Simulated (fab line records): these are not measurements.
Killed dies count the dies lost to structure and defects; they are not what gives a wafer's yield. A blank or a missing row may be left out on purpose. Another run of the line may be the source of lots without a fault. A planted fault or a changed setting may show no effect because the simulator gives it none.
The same fault as seen by 2 desks	flow berkeley-cmos170	only its own numbers are on each desk; what lay behind them is given at the end

## TOOL OWNER'S DESK, litho-track-03
At UCB170_M3_SOFTBAKE_11 (time 60 s), the tool's own readings, given per lot that ran on this tool as the mean of the sampled wafers with a number. If a lot's mean is further than 4 standard deviations from the usual mean, the lot is out of limits and carries the mark OUT (the distance appears in the brackets).
Columns: A = heater-power-total-W at UCB170_M3_SOFTBAKE_11, usual 56.79 W; B = plate-temp-C at UCB170_M3_SOFTBAKE_11, usual 129.98 C
lot	first seen here	A	B
L343	day 8 13:00	56.80	129.93
L349	day 9 18:00	56.77	129.89
L354	day 10 16:00	56.82	130.09
L353	day 10 21:00	59.81 (+66) OUT	135.26 (+41) OUT
L355	day 11 01:00	59.80 (+65) OUT	135.30 (+41) OUT
L356	day 11 02:00	59.77 (+65) OUT	135.26 (+41) OUT
This desk's verdict: out of limits on L353, L355, L356, starting with L353 at day 10 21:00 (heater-power-total-W at UCB170_M3_SOFTBAKE_11). Within limits: L343, L349, L354.

## AT THE METROLOGY DESK
What the gauges read for every lot (on any tool): the sampled wafers with a number, averaged. If a lot's mean is further than 4 standard deviations from the usual mean, the lot is out of limits and carries the mark OUT (the distance appears in the brackets).
Columns: A = NLDD_RS at UCB170_SDANNEAL_RS_MEAS_05, usual 615.7 ohm/sq; B = cd-nm at UCB170_M3_CD_MEAS_15, usual 700.5 nm
lot	first seen here	A	B
L340	day 6 21:21	617.1	701.3
L342	day 7 05:08	615.3	703.2
L343	day 7 15:02	615.3	699.0
L351	day 8 18:19	616.2	698.5
L349	day 8 18:41	616.9	698.9
L348	day 8 18:53	615.4	698.6
L350	day 8 19:07	614.1	699.8
L352	day 9 17:11	617.3	699.6
L354	day 9 21:08	617.0	699.9
L353	day 9 22:01	615.6	684.6 (-11) OUT
L355	day 10 04:46	614.1	686.7 (-9.2) OUT
L356	day 10 04:59	612.1	689.0 (-7.7) OUT
L358	day 10 10:04	612.6	702.4
L357	day 10 10:20	615.1	700.4
L361	day 11 02:19	614.8	698.9
This desk's verdict: out of limits on L353, L355, L356, starting with L353 at day 10 22:18 (cd-nm at UCB170_M3_CD_MEAS_15). Within limits: L340, L342, L343, L351, L349, L348, L350, L352, L354, L358, L357, L361.

## TAKEN TOGETHER
The tool owner's desk had the chance to raise an alarm at day 10 21:00 on L353, L355, L356.
L353, L355, L356 would have let the metrology desk raise an alarm at day 10 22:18.
The lots listed all ran UCB170_M3_SOFTBAKE_11 on litho-track-03.

## WHAT HAD BEEN PUT IN BY THE SIMULATOR
Process parameters drifting: litho-track-03 at UCB170_M3_SOFTBAKE_11, beginning at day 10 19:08. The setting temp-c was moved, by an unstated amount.
Shown lots that were struck: L353, L355, L356.
Time in hours from fault onset to the first out-of-limits reading at each desk: tool owner's desk 2, metrology desk 3.
